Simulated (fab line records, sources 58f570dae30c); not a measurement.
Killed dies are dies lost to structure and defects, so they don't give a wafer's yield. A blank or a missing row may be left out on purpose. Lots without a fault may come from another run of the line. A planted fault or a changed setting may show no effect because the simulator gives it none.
Which tool did it? | flow berkeley_cmos170 | 14 lots, 42 wafers sampled, at 2 steps of a route of 331

WHAT THE GAUGES READ, wafer by wafer
UCB170_FIELD_THK_MEAS_91.
lot  | measured     | on            | FIELD_OXIDE_LEFT_2_THK (nm)
L601 | day 6 23:35  | film_metro-02 | 336 340 335
L603 | day 7 08:41  | film_metro-01 | 358 360 354
L602 | day 7 08:57  | film_metro-03 | 366 355 363
L606 | day 7 15:52  | film_metro-02 | 356 363 361
L607 | day 7 16:36  | film_metro-02 | 379 367 379
L608 | day 8 12:47  | film_metro-01 | 354 348 367
L609 | day 8 13:09  | film_metro-02 | 361 364 368
L610 | day 9 02:31  | film_metro-01 | 364 355 365
L614 | day 9 03:05  | film_metro-02 | 351 347 352
L613 | day 9 03:38  | film_metro-02 | 354 350 353
L617 | day 9 15:56  | film_metro-01 | 366 371 372
L619 | day 10 10:11 | film_metro-01 | 353 359 365
L620 | day 10 10:11 | film_metro-03 | 367 369 367
L624 | day 11 15:02 | film_metro-03 | 345 343 344

UCB170_GATE_THK_MEAS_02.
lot  | measured     | on            | GATE_OXIDE_THK (nm)
L601 | day 7 04:56  | film_metro-03 | 6.69 6.76 6.77
L603 | day 7 13:11  | film_metro-04 | 6.47 6.51 6.49
L602 | day 7 13:11  | film_metro-01 | 6.53 6.67 6.46
L606 | day 7 20:17  | film_metro-03 | 6.59 6.74 6.61
L607 | day 7 20:17  | film_metro-01 | 6.67 6.70 6.76
L608 | day 8 20:53  | film_metro-01 | 6.77 6.93 6.86
L609 | day 8 20:56  | film_metro-04 | 6.62 6.73 6.70
L610 | day 9 10:55  | film_metro-01 | 6.81 6.85 6.80
L614 | day 9 10:55  | film_metro-04 | 6.77 6.55 6.69
L613 | day 9 11:04  | film_metro-04 | 6.68 6.78 6.87
L617 | day 9 21:57  | film_metro-01 | 6.66 6.64 6.56
L619 | day 10 16:05 | film_metro-03 | 6.61 6.55 6.58
L620 | day 10 16:07 | film_metro-04 | 6.69 6.62 6.61
L624 | day 11 20:54 | film_metro-03 | 6.54 6.43 6.52

WHICH TOOL RAN EACH LOT (tool, then ch and the chambers of the sampled wafers, then the start)
The record holds no process step before these readings.

WHAT THE TOOLS THEMSELVES READ (means of the sampled wafers that have a number; where no wafer has one, the mark that the record gives instead)
The record holds no such reading with a usual standard deviation.

THE ANSWER, worked out from the rows above alone
Rule: what is usual is taken from the lots themselves. Put in order of their means at a reading, lots are off if they are a third of the lots or fewer, leave a main group of 4 or more, and stand apart from it by a gap of 3 or more times the standard deviation of the main group's means; of several such gaps the widest counts. A main group whose means are all the same, to the digits that the tables above print for the reading, isn't used. A lot without any number at a reading at which 4 lots or more have one is off too. The other lots that the step has rows for count as sound. The gauges are gone through in route order, then the tools' own readings, and for those a lot's mean is taken as printed above. The first step at which some lot is off is used, and at that step the reading that is off furthest; a lot without a number counts as furthest.
No lot is off at any reading shown: from this, nothing can be told.

WHAT THE SIMULATOR HAD PUT IN
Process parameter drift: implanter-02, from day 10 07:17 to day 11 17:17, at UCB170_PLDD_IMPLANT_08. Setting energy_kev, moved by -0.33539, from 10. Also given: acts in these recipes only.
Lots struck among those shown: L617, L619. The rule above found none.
